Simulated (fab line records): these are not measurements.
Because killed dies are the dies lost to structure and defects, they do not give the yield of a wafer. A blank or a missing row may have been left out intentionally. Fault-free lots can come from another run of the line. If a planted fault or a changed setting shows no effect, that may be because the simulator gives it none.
8D (eight disciplines) problem report, filled in by code | flow berkeley cmos170 | the parts of the form that need people (team, actions taken, sign-off) are left out

== 1. WHAT WENT WRONG ==
Wafers without a fault read 999.99 C, standard deviation 0.082; tube center temp C at UCB170_FIELD_OXIDATION_01 reads a mean of 1008.05 C on 6 wafers belonging to 2 lots. Measured from the usual mean, that is +98 standard deviations.
The step: target thk 558.3 nm, ox time 7200 s.
Earliest sighting: wafer L207.2 on furnace-01 at day 7 10:39. The record has a number at this step for 42 wafers belonging to 14 lots. By rule, "out" or "out of limits" means more than 4 standard deviations away from the usual mean. The other wafers with a number count as sound.

== 2. WHAT IT IS, WHAT IT ISN'T ==
question                    | is                                                            | is not
which readings at this step | tube center temp C, spike tc centre C, tube_center_temp_C_max | -
which lots                  | L207, L208                                                    | L196, L197, L198, L199, L200, L202, L203, L204, L205, L213, L215, L216
which wafers of those lots  | all that have a number                                        | -
read on which tools         | furnace-01                                                    | furnace-02, furnace-03
when                        | from day 7 10:39                                              | up to then (27 sound wafers); but 9 sound wafers of L213, L215, L216 came after

== 3. WHAT RULES OUT EACH SUSPECT ==
Counting: a tool at a process step up to the reading stays a suspect if it ran every lot that is out and no sound lot after the first of them.
- furnace-01 at UCB170_FIELD_OXIDATION_01 (target thk 558.3 nm, ox time 7200 s): kept. It ran every lot that is out, first L207 (day 7 10:39), and no sound lot after that; its last sound lot up to then is L202 (day 6 08:08). On those wafers its own readings are out: spike tc centre C, tube center temp C, tube_center_temp_C_max.
The count leaves furnace-01 at UCB170_FIELD_OXIDATION_01.

== 4. THE CAUSE (what the simulator had put in) ==
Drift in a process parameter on furnace-01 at UCB170_FIELD_OXIDATION_01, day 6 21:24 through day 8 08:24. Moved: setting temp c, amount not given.
The count eliminated every tool but this one.

== 5. SEQUENCE OF EFFECTS, ordered by route ==
Rows list readings where the struck wafers' mean (over those with a number) sits beyond 3 standard deviations from the usual. Only readings for which the record gives a usual standard deviation are gone through. hours: the time from each lot's start at the first step in this table that gives one to its start at this step, as a median over the lots. sigmas: the change in usual standard deviations.
hours | step                      | reading                | usual    | on struck wafers | change | sigmas
0     | UCB170_FIELD_OXIDATION_01 | spike tc centre C      | 1001.8 C | 1011.0           | +9.2   | +6.6
0     | UCB170_FIELD_OXIDATION_01 | spike tc load C        | 1024.4 C | 1033.6           | +9.2   | +3.8
0     | UCB170_FIELD_OXIDATION_01 | spike tc source C      | 1023.2 C | 1030.9           | +7.7   | +3.5
0     | UCB170_FIELD_OXIDATION_01 | tube center temp C     | 999.99 C | 1008.05          | +8.06  | +98
0     | UCB170_FIELD_OXIDATION_01 | tube_center_temp_C_max | 1002.6   | 1010.5           | +7.9   | +18
Process steps it contains:
- UCB170_FIELD_OXIDATION_01: target thk 558.3 nm, ox time 7200 s.

== 6. WHAT WOULD HAVE CAUGHT IT SOONER ==
The fault began at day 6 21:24; the first out-of-limits reading in this record came at day 7 10:39, 13 hours later.
